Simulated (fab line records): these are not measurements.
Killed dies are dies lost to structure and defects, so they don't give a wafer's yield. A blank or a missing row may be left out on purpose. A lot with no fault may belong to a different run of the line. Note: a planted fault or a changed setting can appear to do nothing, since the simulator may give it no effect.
What tool caused it? ; flow berkeley cmos170 ; 42 wafers from 14 lots sampled at 6 of the route's 331 steps

== WHAT THE GAUGES SHOWED, per wafer ==
UCB170_M1_OVL_MEAS_10.
lot;measured;on;M1_OVL (nm)
L413;day 8 12:10;overlay-02;-8 -2 -5
L414;day 8 13:01;overlay-02;-9 -8 -4
L416;day 9 03:52;overlay-02;-8 -10 -8
L417;day 9 05:01;overlay-01;9 0 -2
L418;day 9 13:37;overlay-01;-6 1 -8
L421;day 10 13:52;overlay-01;-6 -6 -6
L425;day 10 23:16;overlay-02;3 -1 -3
L427;day 11 10:07;overlay-01;-6 2 0
L426;day 12 00:06;overlay-01;-3 1 -2
L429;day 12 01:37;overlay-01;0 7 -1
L431;day 12 02:10;overlay-02;-7 -2 -10
L435;day 13 05:50;overlay-01;-12 -10 -15
L433;day 13 08:24;overlay-01;-6 -8 -7
L434;day 13 08:39;overlay-01;-6 -3 -8

UCB170_V1_OVL_MEAS_13.
lot;measured;on;V1_OVL (nm)
L413;day 8 15:56;overlay-01;0 -3 0
L414;day 8 17:43;overlay-01;-14 -1 -7
L416;day 9 07:36;overlay-02;-8 -2 -5
L417;day 9 08:48;overlay-01;5 4 -5
L418;day 9 18:17;overlay-02;2 4 -3
L421;day 10 17:33;overlay-02;-3 -5 -3
L425;day 11 04:07;overlay-01;3 2 -2
L427;day 11 14:26;overlay-01;-2 2 -9
L426;day 12 04:07;overlay-02;0 -2 0
L429;day 12 05:29;overlay-02;6 -2 -2
L431;day 12 07:15;overlay-01;4 -2 5
L435;day 13 10:43;overlay-01;-1 0 -6
L433;day 13 13:41;overlay-01;4 6 2
L434;day 13 14:07;overlay-01;2 -3 -1

UCB170_M2_CD_MEAS_90 targets a cd of 700 nm.
lot;measured;on;cd nm (nm)
L413;day 8 19:12;cd sem-01;703 702 703
L414;day 8 20:53;cd sem-02;697 693 695
L416;day 9 10:32;cd sem-01;697 699 699
L417;day 9 11:37;cd sem-01;696 698 698
L418;day 9 21:07;cd sem-01;- - -
L421;day 10 20:44;cd sem-01;- - -
L425;day 11 07:36;cd sem-02;699 701 697
L427;day 11 17:23;cd sem-01;700 702 704
L426;day 12 07:22;cd sem-01;703 698 701
L429;day 12 09:04;cd sem-01;697 697 697
L431;day 12 12:08;cd sem-01;702 703 697
L435;day 13 14:14;cd sem-01;695 698 701
L433;day 13 17:05;cd sem-02;701 699 700
L434;day 13 17:23;cd sem-01;699 697 700

== WHICH TOOL RAN EACH LOT (tool, then ch and the chambers of the sampled wafers, then the start) ==
lot;UCB170_M2_STRIP_07;UCB170_M2_METAL_ETCH_18;UCB170_M2_STRIP_19
L413;plasma asher-04 ch 0,1, day 8 17:34;rie metal-04 ch 0,1, day 8 18:55;plasma asher-04 ch 0,1, day 8 19:06
L414;plasma asher-02 ch 0, day 8 18:56;rie metal-03 ch 0,1, day 8 20:35;plasma asher-04 ch 0, day 8 20:46
L416;plasma asher-02 ch 0,1, day 9 08:49;rie metal-03 ch 0,1, day 9 10:15;plasma asher-04 ch 0,1, day 9 10:26
L417;plasma asher-03 ch 0,1, day 9 10:01;rie metal-01 ch 0,1, day 9 11:20;plasma asher-03 ch 0,1, day 9 11:31
L418;plasma asher-03 ch 0,1, day 9 19:31;rie metal-03 ch 0,1, day 9 20:49;plasma asher-02 ch 0,1, day 9 21:01
L421;plasma asher-04 ch 0,1, day 10 18:46;rie metal-03 ch 0,1, day 10 20:26;plasma asher-02 ch 0,1, day 10 20:38
L425;plasma asher-02 ch 0,1, day 11 05:29;rie metal-03 ch 0,1, day 11 07:19;plasma asher-03 ch 0,1, day 11 07:29
L427;plasma asher-04 ch 0,1, day 11 15:40;rie metal-04 ch 0,1, day 11 17:06;plasma asher-03 ch 0, day 11 17:17
L426;plasma asher-02 ch 0,1, day 12 05:20;rie metal-03 ch 0,1, day 12 06:51;plasma asher-03 ch 0,1, day 12 07:02
L429;plasma asher-02 ch 0,1, day 12 06:57;rie metal-01 ch 0, day 12 08:46;plasma asher-02 ch 1, day 12 08:57
L431;plasma asher-03 ch 0,1, day 12 08:59;rie metal-04 ch 0,1, day 12 11:49;plasma asher-04 ch 0,1, day 12 12:01
L435;plasma asher-02 ch 0,1, day 13 11:57;rie metal-01 ch 0,1, day 13 13:58;plasma asher-02 ch 0,1, day 13 14:08
L433;plasma asher-04 ch 0,1, day 13 14:58;rie metal-04 ch 1, day 13 16:47;plasma asher-04 ch 0,1, day 13 16:58
L434;plasma asher-02 ch 0,1, day 13 15:22;rie metal-03 ch 0,1, day 13 17:07;plasma asher-02 ch 0,1, day 13 17:16
- UCB170_M2_STRIP_07: strips in O2.
- UCB170_M2_METAL_ETCH_18: etches Al in Cl2/BCl3, stops on SiO2, target depth 1170 nm, time 195 s.
- UCB170_M2_STRIP_19: strips in O2.

== WHAT THE TOOLS THEMSELVES READ (means of the sampled wafers that have a number; where no wafer has one, the mark that the record gives instead) ==
UCB170_M2_STRIP_07.
lot;tool;drypump motor current A (A);oes product au (a.u.);strip time to endpoint s (s)
L413;plasma asher-04;5.0;0.733;22.08
L414;plasma asher-02;5.6;0.730;22.04
L416;plasma asher-02;5.8;0.733;21.99
L417;plasma asher-03;6.2;0.737;22.02
L418;plasma asher-03;6.0;0.735;22.12
L421;plasma asher-04;5.0;0.732;21.99
L425;plasma asher-02;5.7;0.733;21.92
L427;plasma asher-04;5.0;0.736;22.02
L426;plasma asher-02;5.7;0.736;21.99
L429;plasma asher-02;5.8;0.738;21.99
L431;plasma asher-03;6.1;0.733;21.95
L435;plasma asher-02;5.8;0.730;22.08
L433;plasma asher-04;5.0;0.731;22.08
L434;plasma asher-02;5.8;0.733;21.98

UCB170_M2_METAL_ETCH_18.
lot;tool;bcl3 flow sccm (sccm);bias w (W);drypump motor current A (A);oes product au (a.u.);throttle valve pct (%)
L413;rie metal-04;45.01;120.1;6.0;0.846;24.8
L414;rie metal-03;44.86;120.1;5.4;0.869;24.3
L416;rie metal-03;45.07;119.9;5.4;0.865;24.3
L417;rie metal-01;45.05;120.1;6.1;0.849;24.0
L418;rie metal-03;-;-;-;-;-
L421;rie metal-03;-;-;-;-;-
L425;rie metal-03;44.97;120.0;5.4;0.867;24.3
L427;rie metal-04;45.22;120.0;6.1;0.841;24.8
L426;rie metal-03;44.96;119.9;5.2;0.874;24.3
L429;rie metal-01;44.76;119.5;6.4;0.859;23.9
L431;rie metal-04;44.87;119.9;6.0;0.849;24.8
L435;rie metal-01;45.00;119.8;5.9;0.861;24.0
L433;rie metal-04;45.31;119.6;5.8;0.850;24.9
L434;rie metal-03;45.14;120.2;5.4;0.856;24.3

UCB170_M2_STRIP_19.
lot;tool;drypump motor current A (A);oes product au (a.u.)
L413;plasma asher-04;5.0;0.557
L414;plasma asher-04;4.9;0.538
L416;plasma asher-04;5.0;0.551
L417;plasma asher-03;6.1;0.543
L418;plasma asher-02;5.8;0.728
L421;plasma asher-02;5.8;0.721
L425;plasma asher-03;6.0;0.548
L427;plasma asher-03;6.3;0.539
L426;plasma asher-03;6.2;0.535
L429;plasma asher-02;5.9;0.537
L431;plasma asher-04;5.2;0.546
L435;plasma asher-02;5.7;0.521
L433;plasma asher-04;5.2;0.537
L434;plasma asher-02;5.8;0.549

== THE ANSWER, worked out from the rows above alone ==
Rule: what is usual is taken from the lots themselves. Put in order of their means at a reading, lots are off if they are a third of the lots or fewer, leave a main group of 4 or more, and stand apart from it by a gap of 3 or more times the standard deviation of the main group's means; of several such gaps the widest counts. If all means in a main group match to the digits the tables above print for the reading, that group is not used. A lot without any number at a reading at which 4 lots or more have one is off too. Any other lot the step has rows for is counted as sound. The gauges are gone through in route order, then the tools' own readings, and for those a lot's mean is taken as printed above. The first step at which some lot is off is used, and at that step the reading that is off furthest; a lot without a number counts as furthest.
Off at UCB170_M2_CD_MEAS_90 (cd nm): L418, L421. Without a number there: L418, L421. The main group: mean 699 nm, standard deviation 2.1.
If a tool, at a process step before that reading, ran all the lots that are off and no sound lot after the first of them, it fits. The gauges at UCB170_M2_CD_MEAS_90 aren't tried: what is off there is off at UCB170_M2_METAL_ETCH_18 too, on other tools, and a gauge's error can't cause that. Of those tried, none fits.

== WHAT HAD BEEN PUT IN BY THE SIMULATOR ==
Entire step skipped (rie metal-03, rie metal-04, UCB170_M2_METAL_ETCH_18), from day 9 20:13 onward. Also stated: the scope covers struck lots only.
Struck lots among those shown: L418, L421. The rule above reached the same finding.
